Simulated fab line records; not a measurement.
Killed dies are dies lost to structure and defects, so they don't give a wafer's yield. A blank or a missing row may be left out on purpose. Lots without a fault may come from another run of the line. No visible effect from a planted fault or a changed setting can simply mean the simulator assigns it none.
Problem report in the 8D (eight disciplines) form, filled by code || flow berkeley-cmos170 || the parts of the form that need people (team, actions taken, sign-off) are left out

## 1. PROBLEM STATEMENT
Across 9 wafers from 3 lots, V2_POLISHED_THK at UCB170_V2_THK_MEAS_04 averages 1251.1 nm, while fault-free wafers read 1001.0 nm with a standard deviation of 1. That is +99 or more standard deviations from the usual mean.
Seen first at day 11 03:43 on film-metro-04, wafer L622.1. Wafers with a number at this step in the record: 45, from 15 lots. Rule for "out", or "out of limits": more than 4 standard deviations from the usual mean. All remaining wafers that have a number are taken as sound.

## 2. WHAT IT IS AND WHAT IT IS NOT
{"question": "which readings at this step", "is": "V2_POLISHED_THK", "is not": "-"}
{"question": "which lots", "is": "L622, L623, L625", "is not": "L605, L606, L607, L608, L609, L611, L612, L613, L614, L615, L616, L626"}
{"question": "which wafers of those lots", "is": "all that have a number", "is not": "-"}
{"question": "read on which gauges", "is": "film-metro-02, film-metro-03, film-metro-04", "is not": "-"}
{"question": "when", "is": "from day 11 03:43", "is not": "up to then (33 sound wafers); but 3 sound wafers of L626 came after"}

## 3. THE SUSPECTS, EACH WITH WHAT RULES IT OUT
Counting: a tool stays on the suspect list if, at a process step up to the reading, it processed all lots that are out and no sound lot following the first of them.
- ruled out: the gauge at UCB170_V2_THK_MEAS_04. Those wafers that are out were read across 3 gauges (film-metro-02, film-metro-03, film-metro-04).
- cmp-01 at UCB170_V2_CMP_02 (polishes SiO2): kept. It ran every lot that is out, first L622 (day 11 03:20), and no sound lot after that; its last sound lot up to then is L616 (day 10 08:20).
After counting, what remains is cmp-01 at UCB170_V2_CMP_02.

## 4. THE CAUSE (what the simulator had put in)
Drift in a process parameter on cmp-01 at UCB170_V2_CMP_02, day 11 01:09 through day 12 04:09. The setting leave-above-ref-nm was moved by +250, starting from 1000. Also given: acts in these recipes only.
The count eliminated every tool but this one.

## 5. THE CHAIN OF EFFECTS, in route order
Rows list readings where the struck wafers' mean (over those with a number) sits beyond 3 standard deviations from the usual. Readings are gone through only where the record gives a usual standard deviation; hours: the median, over the lots, of the time from a lot's start at the first step in this table giving one to that lot's start at this step; sigmas: the change measured in usual standard deviations.
{"hours": 0, "step": "UCB170_V2_THK_MEAS_04", "reading": "V2_POLISHED_THK", "usual": "1001.0 nm", "on struck wafers": 1251.1, "change": "+250.1", "sigmas": "+99 or more"}
{"hours": 2, "step": "UCB170_V2_ETCH_14", "reading": "oes-product-au", "usual": "0.878 a.u.", "on struck wafers": 0.986, "change": "+0.108", "sigmas": "+7.2"}
It contains these process steps:
- UCB170_V2_ETCH_14: etches SiO2 in CHF3/CF4/Ar, stops on Al, target depth 1250 nm, time 291 s.

## 6. WHAT WOULD HAVE CAUGHT IT SOONER
Counted from the fault's start at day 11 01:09, it took 3 hours until the first out-of-limits reading at a measuring or inspecting step in this record, taken at day 11 03:43.
Of the tool readings at UCB170_V2_CMP_02 for which the record gives a usual standard deviation, none was out on any struck wafer, so an alarm limit of 4 standard deviations on them would not have fired.
Lots out: 3; of these, L623, L625 started UCB170_V2_CMP_02 on cmp-01 after day 11 03:43. A hold on the tool at that time would have spared those 2.
